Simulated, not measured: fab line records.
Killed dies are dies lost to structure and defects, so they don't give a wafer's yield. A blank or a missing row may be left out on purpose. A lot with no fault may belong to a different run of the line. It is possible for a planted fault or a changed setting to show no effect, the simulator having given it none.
The tool behind it: which one? | flow berkeley_cmos170 | 42 wafers from 14 lots sampled at 3 of the route's 331 steps

## WHAT THE GAUGES READ, wafer by wafer
UCB170_NLDD_TW_MEAS_11. Usual: NLDD_TW typically reads 2209, with standard deviation 27.
lot  | measured     | on            | NLDD_TW        | flag
L229 | day 7 09:59  | film_metro-04 | 2251 2236 2239 |
L230 | day 7 23:41  | film_metro-02 | 2206 2205 2216 |
L234 | day 8 09:25  | film_metro-02 | 2211 2199 2206 |
L232 | day 8 09:49  | film_metro-03 | 2185 2194 2191 |
L235 | day 9 09:27  | film_metro-03 | 2178 2185 2178 |
L243 | day 10 03:04 | film_metro-04 | 2254 2241 2237 |
L239 | day 10 03:28 | film_metro-03 | 2186 2194 2195 |
L237 | day 10 04:15 | film_metro-03 | 2177 2179 2177 |
L238 | day 10 04:22 | film_metro-03 | 2177 2172 2181 |
L241 | day 10 04:36 | film_metro-03 | 2188 2185 2186 |
L248 | day 11 11:19 | film_metro-04 | 2241 2232 2229 |
L252 | day 12 04:29 | film_metro-04 | 2253 2259 2256 |
L251 | day 12 04:32 | film_metro-02 | 2224 2203 2209 |
L250 | day 12 04:48 | film_metro-03 | 2184 2197 2186 |

UCB170_M1_OVL_MEAS_10. Usual: M1_OVL typically reads 0 nm, with standard deviation 5.2.
lot  | measured     | on         | M1_OVL (nm) | flag
L229 | day 8 04:31  | overlay-02 | -1 -3 -5    |
L230 | day 8 19:32  | overlay-02 | 3 -5 5      |
L234 | day 9 02:52  | overlay-01 | -2 7 0      |
L232 | day 9 03:25  | overlay-02 | -9 -9 -5    |
L235 | day 10 04:03 | overlay-01 | 0 2 -4      |
L243 | day 10 22:59 | overlay-02 | 1 1 6       |
L239 | day 11 01:26 | overlay-02 | -4 -2 -1    |
L237 | day 11 02:02 | overlay-02 | 6 5 10      |
L238 | day 11 03:42 | overlay-02 | -3 -3 1     |
L241 | day 11 03:26 | overlay-02 | -4 -1 10    |
L248 | day 12 07:05 | overlay-02 | 7 8 9       |
L252 | day 12 23:58 | overlay-02 | -2 -5 -3    |
L251 | day 13 00:14 | overlay-02 | 0 2 -4      |
L250 | day 13 01:08 | overlay-01 | 7 -2 3      |

## TOOL THAT RAN EACH LOT (tool first, then ch and the chambers of the sampled wafers, then the start)
lot  | UCB170_M1_PEB_07
L229 | litho_track-03 ch 0, day 8 04:08
L230 | litho_track-04 ch 0, day 8 19:08
L234 | litho_track-04 ch 0, day 9 02:28
L232 | litho_track-04 ch 0, day 9 03:01
L235 | litho_track-03 ch 0, day 10 03:42
L243 | litho_track-03 ch 0, day 10 22:35
L239 | litho_track-02 ch 0, day 11 00:24
L237 | litho_track-03 ch 0, day 11 01:08
L238 | litho_track-04 ch 0, day 11 03:19
L241 | litho_track-03 ch 0, day 11 03:01
L248 | litho_track-04 ch 0, day 12 06:43
L252 | litho_track-02 ch 0, day 12 23:35
L251 | litho_track-02 ch 0, day 12 23:52
L250 | litho_track-04 ch 0, day 13 00:48
- UCB170_M1_PEB_07

## AS READ BY THE TOOLS THEMSELVES (means over the sampled wafers that have a number; for cases with no such wafer, the mark the record gives instead)
UCB170_M1_PEB_07. Usual: heater_power_total_W reads 56.80 W (standard deviation 0.045).
lot  | tool           | heater_power_total_W (W) | flag
L229 | litho_track-03 | 56.79                    |
L230 | litho_track-04 | 56.82                    |
L234 | litho_track-04 | 56.81                    |
L232 | litho_track-04 | 56.76                    |
L235 | litho_track-03 | 56.80                    |
L243 | litho_track-03 | 56.82                    |
L239 | litho_track-02 | 56.83                    |
L237 | litho_track-03 | 57.63                    | OFF
L238 | litho_track-04 | 56.80                    |
L241 | litho_track-03 | 57.64                    | OFF
L248 | litho_track-04 | 56.81                    |
L252 | litho_track-02 | 56.84                    |
L251 | litho_track-02 | 56.76                    |
L250 | litho_track-04 | 56.80                    |

## THE ANSWER, worked out from the rows above alone
Rule: a lot is off if the mean of its wafers that have a number lies more than 3 standard deviations from the usual mean. Also off: a lot with no number at a reading for which 4 or more lots have one. All remaining lots with rows at the step are treated as sound. First the gauges in route order, then the tools' own readings, where a lot's mean is used as printed above. At the first step where some lot is off, the reading lying furthest off is the one used; lots without a number count as furthest.
Off: L237, L241, at UCB170_M1_PEB_07 (heater_power_total_W).
A tool fits if, at that step or a process step before it, it ran every lot that is off, and no sound lot after the first of them. One fits: litho_track-03 at UCB170_M1_PEB_07. A fault onset in the window from L243 (day 10 22:35, its last sound lot) to L237 (day 11 01:08, its first lot off) fits.
On the lots that are off, the tool's own readings at UCB170_M1_PEB_07 differ by more than 5 times the standard deviation of the sound lots' means, which bears it out; heater_power_total_W reads 57.64 W there versus 56.80 W on the sound lots.

## WHAT THE SIMULATOR PUT IN
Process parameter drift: litho_track-03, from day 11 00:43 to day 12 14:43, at UCB170_M1_PEB_07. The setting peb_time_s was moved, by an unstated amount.
Lots struck among those shown: L237, L241. Same finding as the rule above.
